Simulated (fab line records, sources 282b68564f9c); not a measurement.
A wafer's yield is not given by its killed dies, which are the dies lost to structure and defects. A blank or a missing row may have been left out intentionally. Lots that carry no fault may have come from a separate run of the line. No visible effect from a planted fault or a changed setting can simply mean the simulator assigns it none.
Struck lot and sound lot, side by side | flow rit cmos | 14 out of 202 route steps
Sound: the wafers L230.2, L230.3, L230.5. Wafers struck: L237.3, L237.5, L237.6. At the end, the cause is stated.
At each step with rows: each side's tool, then ch and its chambers, then its first start. Under that, the readings that differ: sound wafers | struck wafers | difference of the means | sigmas: that difference in standard deviations of wafers without a fault.
alike: a reading whose means differ by less than 2 such deviations, as well as words and numbers matching on both sides. not compared: withheld readings; readings where some wafer has no value; bounds like >300 that might hide an equal value; numbers whose values overlap and for which the record gives no deviation.
Wherever a step has rows on one side only, a row that says differs or no value, or a row with sigmas, the two part there. Numbers that have no deviation but don't overlap get no sigmas and don't part them. A reading that every wafer of one side lacks parts them only if that side has two wafers or more.

first, 3 steps without rows for these wafers: RIT_NSD_EXPOSE_03 (exposes mask M9, target cd 40700 nm); RIT_NSD_PEB_04; RIT_NSD_DEVELOP_05 (develop time 50 s).
RIT_NSD_OVL_MEAS_06:
  struck on overlay-01, day 5 07:52; sound on overlay-02, day 3 18:54
  alike: NSD_OVL
then, 2 steps without rows for these wafers: RIT_NSD_HARDBAKE_07 (time 60 s); RIT_NSD_IMPLANT_08.
RIT_NSD_STRIP_09: strips in O2, time 180 s.
  sound on plasma asher-03 ch 0, day 3 19:14; struck on plasma asher-02 ch 0,1, day 5 08:15
  alike: drypump motor current A, o2 flow sccm
  not compared: rf hours counter h
RIT_NSD_TW_MEAS_10:
  struck on film metro-03, day 5 08:23; sound on film metro-03, day 3 19:25
  alike: NSD_TW
then, 4 steps without rows for these wafers: RIT_PSD_HMDS_00 (prime time 60 s); RIT_PSD_COAT_01 (resist thk 1000 nm); RIT_PSD_SOFTBAKE_02 (time 60 s); RIT_PSD_EXPOSE_03 (exposes mask M10, target cd 40900 nm).
RIT_PSD_PEB_04:
  sound on litho track-03 ch 0, day 3 20:11; struck on litho track-03, day 5 09:02
  reading         | sound          | struck | difference                    | sigmas
  exhaust pa (Pa) | 45.5 43.5 45.0 | - - -  | no value on the struck wafers |
  not compared: chill plate temp C
then, 1 step without rows for these wafers: RIT_PSD_DEVELOP_05 (develop time 50 s).

== WHERE THEY PART ==
Only at RIT_PSD_PEB_04, within this record.

WHY: whatever the simulator had introduced
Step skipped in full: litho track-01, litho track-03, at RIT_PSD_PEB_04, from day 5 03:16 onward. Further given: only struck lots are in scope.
